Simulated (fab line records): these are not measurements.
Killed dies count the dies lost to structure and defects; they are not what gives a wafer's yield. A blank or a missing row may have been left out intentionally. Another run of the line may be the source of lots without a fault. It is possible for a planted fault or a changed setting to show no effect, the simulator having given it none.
Which tool was responsible? | flow ritCmos | 13 lots with 39 wafers sampled at 6 steps, on a route of 202 steps

== WHAT EACH GAUGE READ, for each wafer ==
RIT_PWELL_OVL_MEAS_06.
lot  | measured    | on         | PWELL_OVL (nm)
L276 | day 1 23:56 | overlay-02 | -0.3 -0.7 0.0
L277 | day 2 03:38 | overlay-01 | -1.3 -0.4 -1.3
L278 | day 2 08:01 | overlay-02 | -2.4 -1.7 -2.4
L279 | day 2 13:02 | overlay-01 | 0.0 0.4 -0.5
L282 | day 3 04:50 | overlay-01 | -0.6 -0.1 1.3
L284 | day 3 14:13 | overlay-01 | 0.3 0.9 0.1
L285 | day 3 18:51 | overlay-01 | 2.0 0.2 1.3
L292 | day 5 06:02 | overlay-01 | 1.0 0.4 0.8
L294 | day 5 16:49 | overlay-01 | -0.3 0.1 0.0
L295 | day 5 21:05 | overlay-02 | -0.2 -0.3 -1.8
L296 | day 6 02:20 | overlay-01 | 3.0 1.3 -0.2
L298 | day 6 13:23 | overlay-01 | 0.3 0.7 -1.0
L299 | day 6 16:52 | overlay-02 | 1.0 1.0 2.7

RIT_PRETRO_OVL_MEAS_06.
lot  | measured    | on         | PRETRO_OVL (nm)
L276 | day 2 08:24 | overlay-01 | -0.3 -0.7 0.0
L277 | day 2 12:22 | overlay-01 | 0.3 0.0 0.0
L278 | day 2 16:34 | overlay-01 | 0.7 1.1 0.8
L279 | day 2 21:38 | overlay-02 | 0.3 -1.3 2.1
L282 | day 3 13:55 | overlay-02 | - - -
L284 | day 3 22:38 | overlay-02 | -1.7 -0.5 -1.3
L285 | day 4 03:32 | overlay-01 | -0.7 -0.5 1.1
L292 | day 5 14:56 | overlay-01 | -1.8 -0.5 -0.2
L294 | day 6 01:35 | overlay-02 | -1.8 -1.3 -0.1
L295 | day 6 05:58 | overlay-02 | -1.4 -0.2 -1.0
L296 | day 6 10:58 | overlay-01 | -1.7 -2.5 -2.1
L298 | day 6 21:50 | overlay-02 | -0.3 0.8 -2.5
L299 | day 7 01:46 | overlay-01 | -2.6 -3.2 -1.4

RIT_PRETRO_TW_MEAS_10.
lot  | measured    | on           | PRETRO_TW
L276 | day 2 09:01 | filmMetro-01 | 469 465 468
L277 | day 2 12:58 | filmMetro-03 | 484 484 486
L278 | day 2 17:10 | filmMetro-01 | 469 467 467
L279 | day 2 22:15 | filmMetro-01 | 466 468 468
L282 | day 3 14:32 | filmMetro-04 | 30 30 30 30 30 30
L284 | day 3 23:15 | filmMetro-04 | 481 482 480
L285 | day 4 04:10 | filmMetro-01 | 470 468 469
L292 | day 5 15:39 | filmMetro-01 | 470 469 472
L294 | day 6 02:13 | filmMetro-03 | 488 492 488
L295 | day 6 06:35 | filmMetro-04 | 484 482 482
L296 | day 6 11:34 | filmMetro-01 | 473 470 471
L298 | day 6 22:26 | filmMetro-03 | 491 491 492
L299 | day 7 02:23 | filmMetro-04 | 481 483 484

RIT_SDANNEAL_RS_MEAS_04: uses a four-point probe to measure.
lot  | measured    | on           | PSD_RS (ohm/sq)
L276 | day 3 02:47 | filmMetro-04 | 116.06 115.91 116.14
L277 | day 3 07:13 | filmMetro-04 | 116.43 116.13 116.33
L278 | day 3 10:46 | filmMetro-03 | 115.52 115.77 115.59
L279 | day 3 17:13 | filmMetro-04 | 116.09 115.64 116.03
L284 | day 4 18:49 | filmMetro-04 | 116.29 116.00 116.11
L285 | day 5 01:39 | filmMetro-04 | 115.38 115.42 115.75
L292 | day 6 12:29 | filmMetro-04 | 115.91 116.12 116.08
L294 | day 6 20:53 | filmMetro-03 | 116.17 115.72 115.73
L295 | day 7 01:31 | filmMetro-03 | 116.25 115.86 116.08
L296 | day 7 04:36 | filmMetro-02 | 115.97 116.00 114.94
L298 | day 7 16:34 | filmMetro-02 | 115.30 115.83 115.29
L299 | day 7 21:04 | filmMetro-02 | 115.73 115.64 115.83

== WHAT TOOL EACH LOT RAN ON (gives the tool, then ch and the chambers of the sampled wafers, and finally the start) ==
lot  | RIT_PRETRO_EXPOSE_03              | RIT_GATE_STRIP_20
L276 | ilineStepper-02 ch 0, day 2 07:58 | plasmaAsher-04 ch 0,1, day 2 14:46
L277 | ilineStepper-01 ch 0, day 2 11:56 | plasmaAsher-04 ch 0,1, day 2 18:46
L278 | ilineStepper-01 ch 0, day 2 16:08 | plasmaAsher-02 ch 0,1, day 2 22:33
L279 | ilineStepper-01 ch 0, day 2 21:13 | plasmaAsher-04 ch 0,1, day 3 04:10
L282 | ilineStepper-02 ch 0, day 3 13:30 | -
L284 | ilineStepper-02 ch 0, day 3 22:13 | plasmaAsher-04 ch 0,1, day 4 04:30
L285 | ilineStepper-01 ch 0, day 4 03:08 | plasmaAsher-02 ch 0,1, day 4 13:04
L292 | ilineStepper-02 ch 0, day 5 14:17 | plasmaAsher-01 ch 0, day 5 21:19
L294 | ilineStepper-02 ch 0, day 6 01:11 | plasmaAsher-01 ch 0,1, day 6 07:14
L295 | ilineStepper-02 ch 0, day 6 05:32 | plasmaAsher-02 ch 0,1, day 6 11:43
L296 | ilineStepper-02 ch 0, day 6 10:32 | plasmaAsher-02 ch 0,1, day 6 16:28
L298 | ilineStepper-02 ch 0, day 6 21:24 | plasmaAsher-02 ch 0,1, day 7 04:08
L299 | ilineStepper-02 ch 0, day 7 01:20 | plasmaAsher-02 ch 0,1, day 7 08:27
- RIT_PRETRO_EXPOSE_03: exposes mask M5, target cd 43700 nm.
- RIT_GATE_STRIP_20: strips in O2, time 180 s.

== AS READ BY THE TOOLS THEMSELVES (means over the sampled wafers that have a number; for cases with no such wafer, the mark the record gives instead) ==
RIT_GATE_STRIP_20.
lot  | tool           | chamberPressureMTorr (mTorr) | drypumpMotorCurrentA (A) | rfReflPowerW (W)
L276 | plasmaAsher-04 | 3999                         | 4.9                      | 7.4
L277 | plasmaAsher-04 | 3996                         | 5.1                      | 7.5
L278 | plasmaAsher-02 | 4000                         | 6.2                      | 8.5
L279 | plasmaAsher-04 | 3995                         | 5.1                      | 7.3
L284 | plasmaAsher-04 | 4002                         | 4.9                      | 7.4
L285 | plasmaAsher-02 | 4001                         | 6.0                      | 8.9
L292 | plasmaAsher-01 | 4000                         | 5.1                      | 6.7
L294 | plasmaAsher-01 | 3999                         | 5.7                      | 6.1
L295 | plasmaAsher-02 | 4000                         | 6.2                      | 8.7
L296 | plasmaAsher-02 | 4000                         | 6.3                      | 8.4
L298 | plasmaAsher-02 | 4000                         | 6.2                      | 8.5
L299 | plasmaAsher-02 | 4001                         | 6.2                      | 8.6

== THE ANSWER, worked out from the rows above alone ==
Rule: usual is defined by the lots themselves. The widest of any qualifying gaps counts: lots, ordered by their means at a reading, are off when they make up no more than a third of the lots, leave a main group of 4 or more, and stand apart from it by 3 or more times the standard deviation of that group's means. A main group is skipped when, at the precision printed for the reading in the tables above, its means are all equal. A lot without any number at a reading at which 4 lots or more have one is off too. All remaining lots with rows at the step are treated as sound. After the gauges, taken in route order, come the tools' own readings; for these a lot's mean is taken, as printed above. At the first step where some lot is off, the reading lying furthest off is the one used; lots without a number count as furthest.
Off: L282, at RIT_PRETRO_OVL_MEAS_06 (PRETRO_OVL). Without a number there: L282. For the main group the mean is -0.7 nm and the standard deviation 0.92.
A tool fits if, at a process step before that reading, it ran every lot that is off, and no sound lot after the first of them. The gauges at RIT_PRETRO_OVL_MEAS_06 aren't tried: what is off there is off at RIT_PRETRO_TW_MEAS_10 too, on other tools, and a gauge's error can't cause that. Not one of the candidates tried fits.

== WHAT THE SIMULATOR HAD PUT IN ==
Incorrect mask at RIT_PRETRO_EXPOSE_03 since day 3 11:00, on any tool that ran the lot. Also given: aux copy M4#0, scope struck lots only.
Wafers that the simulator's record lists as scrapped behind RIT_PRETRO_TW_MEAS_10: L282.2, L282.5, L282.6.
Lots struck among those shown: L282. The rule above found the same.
